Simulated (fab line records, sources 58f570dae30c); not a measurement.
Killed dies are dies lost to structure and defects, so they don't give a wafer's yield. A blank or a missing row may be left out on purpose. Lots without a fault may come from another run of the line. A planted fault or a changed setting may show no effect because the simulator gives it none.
One fault seen from 2 desks | flow berkeley_cmos170 | each desk has only its own numbers; what lay behind them comes last

THE METROLOGY DESK
What the gauges read, lot by lot, whatever tool the lot ran on: means of the sampled wafers that have a number. A lot is out of limits, marked OUT, if its mean lies more than 4 standard deviations from the usual mean; the brackets give that distance.
Columns: A = cd_nm at UCB170_ACTIVE_CD_MEAS_13, usual 1200.0 nm; B = ACTIVE_OVL at UCB170_ACTIVE_OVL_MEAS_14, usual 1 nm
lot  | first seen here | A      | B
L954 | day 5 02:10     | 1201.5 | -5
L953 | day 5 02:27     | 1200.3 | 3
L955 | day 6 03:15     | 1201.5 | 1
L957 | day 6 07:04     | 1200.7 | 0
L962 | day 6 07:35     | 1201.6 | 2
L960 | day 6 07:55     | 1198.4 | -1
L961 | day 6 08:17     | 1198.3 | 4
L973 | day 8 21:02     | 1198.3 | -5
L972 | day 8 21:38     | 1200.4 | -6
L975 | day 9 02:58     | 1201.5 | -10
L974 | day 9 02:59     | 1200.8 | 2
L976 | day 9 03:07     | 1199.1 | 8
This desk's finding: nothing out of limits on any of the 12 lots.

THE TOOL OWNER'S DESK: lpcvd-02
The tool's own readings at UCB170_NWELL_CVD_04 (deposits Si3N4 from SiH2Cl2/NH3, target thk 224 nm, time 3360 s): means of the sampled wafers that have a number, for each lot that ran on this tool. A lot is out of limits, marked OUT, if its mean lies more than 4 standard deviations from the usual mean; the brackets give that distance.
Columns: A = nh3_flow_sccm at UCB170_NWELL_CVD_04, usual 74.95 sccm; B = pressure_mtorr at UCB170_NWELL_CVD_04, usual 200.1 mTorr; C = spike_tc_load_C at UCB170_NWELL_CVD_04, usual 825.6 C
lot  | first seen here | A     | B     | C
L955 | day 3 10:10     | 74.97 | 200.0 | 824.1
L960 | day 4 06:47     | 74.80 | 200.2 | 826.8
L961 | day 4 06:47     | 74.66 | 200.5 | 823.7
L962 | day 4 06:47     | 74.88 | 200.1 | 824.7
L975 | day 6 21:38     | 74.79 | 200.2 | 827.4
This desk's finding: nothing out of limits on any of the 5 lots.

PUT TOGETHER
The metrology desk saw nothing out of limits.
The tool owner's desk saw nothing out of limits.

WHAT THE SIMULATOR HAD PUT IN
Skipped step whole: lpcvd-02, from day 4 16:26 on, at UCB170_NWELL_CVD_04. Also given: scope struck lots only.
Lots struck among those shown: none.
